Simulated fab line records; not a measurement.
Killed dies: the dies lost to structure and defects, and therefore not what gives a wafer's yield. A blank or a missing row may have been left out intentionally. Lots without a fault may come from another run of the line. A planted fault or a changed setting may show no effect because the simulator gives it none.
Struck lot and sound lot, side by side	flow berkeley-cmos170	16 out of 331 route steps
Sound: these wafers, L806.2, L806.3, L806.6. Struck: wafers L818.1, L818.2, L818.3. The cause comes at the end.
At each step with rows: each side's tool, then ch and its chambers, then its first start. Under that, the readings that differ: sound wafers	struck wafers	difference of the means	sigmas: that difference in standard deviations of wafers without a fault.
alike: readings with means less than 2 such deviations apart, plus words and numbers identical on both sides. not compared: withheld readings, readings lacking a value on some wafer, bounds such as >300 that could conceal the same value, and numbers that have no deviation in the record and whose values overlap.
A row with sigmas, a row that says differs or no value, or rows on one side alone: a step with any of these is where the two part. When numbers do not overlap yet have no deviation, they are printed without sigmas and do not part them. A reading that every wafer of one side lacks parts them only if that side has two wafers or more.

UCB170_SACOX_THK_MEAS_02:
  sound on film-metro-01, day 5 21:44; struck on film-metro-01, day 8 13:34
  alike: SACOX_OXIDE_THK
then, 2 steps without rows for these wafers: UCB170_SCREENOX_WET_ETCH_00 (etches SiO2 in dHF, time 200 s); UCB170_SCREENOX_OXIDATION_01 (target thk 14.4 nm, ox time 2400 s).
UCB170_SCREENOX_THK_MEAS_02:
  sound on film-metro-02, day 6 02:43; struck on film-metro-01, day 8 18:10
  alike: SCREENOX_OXIDE_THK
then, 7 steps without rows for these wafers: UCB170_SCREENOX_ANNEAL_03 (time 900 s); UCB170_NVT_HMDS_00 (prime time 60 s); UCB170_NVT_COAT_01 (resist thk 900 nm); UCB170_NVT_SOFTBAKE_02 (time 60 s); UCB170_NVT_EXPOSE_03 (exposes mask PWELL, target cd 3000 nm); UCB170_NVT_PEB_04; UCB170_NVT_DEVELOP_05 (develop time 45 s).
UCB170_NVT_OVL_MEAS_06:
  sound on overlay-01, day 6 07:40; struck on overlay-02, day 8 23:17
reading	sound	struck	difference	sigmas
NVT_OVL (nm)	10 10 4	-8 -5 -9	-15	-3
UCB170_NVT_IMPLANT_07:
  sound on implanter-04 ch 0, day 6 07:43; struck on implanter-01 ch 0, day 8 23:19
reading	sound	struck	difference	sigmas
dose-ions-cm2	3.004e+12 3.006e+12 2.998e+12	4.093e+12 4.094e+12 4.099e+12	+1.093e+12	+99 or more
faraday-current-uA	9.86 9.44 9.35	13.12 13.41 12.35	+3.41	+19
  alike: beam-energy-keV
UCB170_NVT_STRIP_08: strips in O2.
  sound on plasma-asher-02 ch 0,1, day 6 07:51; struck on plasma-asher-03 ch 0,1, day 8 23:28
  alike: drypump-motor-current-A, oes-product-au, strip-time-to-endpoint-s
  not compared: rf-hours-counter-h
UCB170_NVT_TW_MEAS_09:
  sound on film-metro-02, day 6 07:58; struck on film-metro-04, day 8 23:47
reading	sound	struck	difference	sigmas
NVT_TW	515 516 519	564 563 563	+47	+8
  not compared: hold
-- the record jumps here: 2 days lie between the struck wafers' starts before and after (it left off in module NVT and takes up again in module M3, whose first step shown is number 331 of the route) --
UCB170_M3_PROBE_99:
  record: rows for the struck wafers here (prober-01, day 11 11:21), none for the sound ones

WHERE THEY PART
Last at UCB170_M3_PROBE_99 as far as this record goes, first at UCB170_NVT_OVL_MEAS_06.

WHY: the cause the simulator had injected
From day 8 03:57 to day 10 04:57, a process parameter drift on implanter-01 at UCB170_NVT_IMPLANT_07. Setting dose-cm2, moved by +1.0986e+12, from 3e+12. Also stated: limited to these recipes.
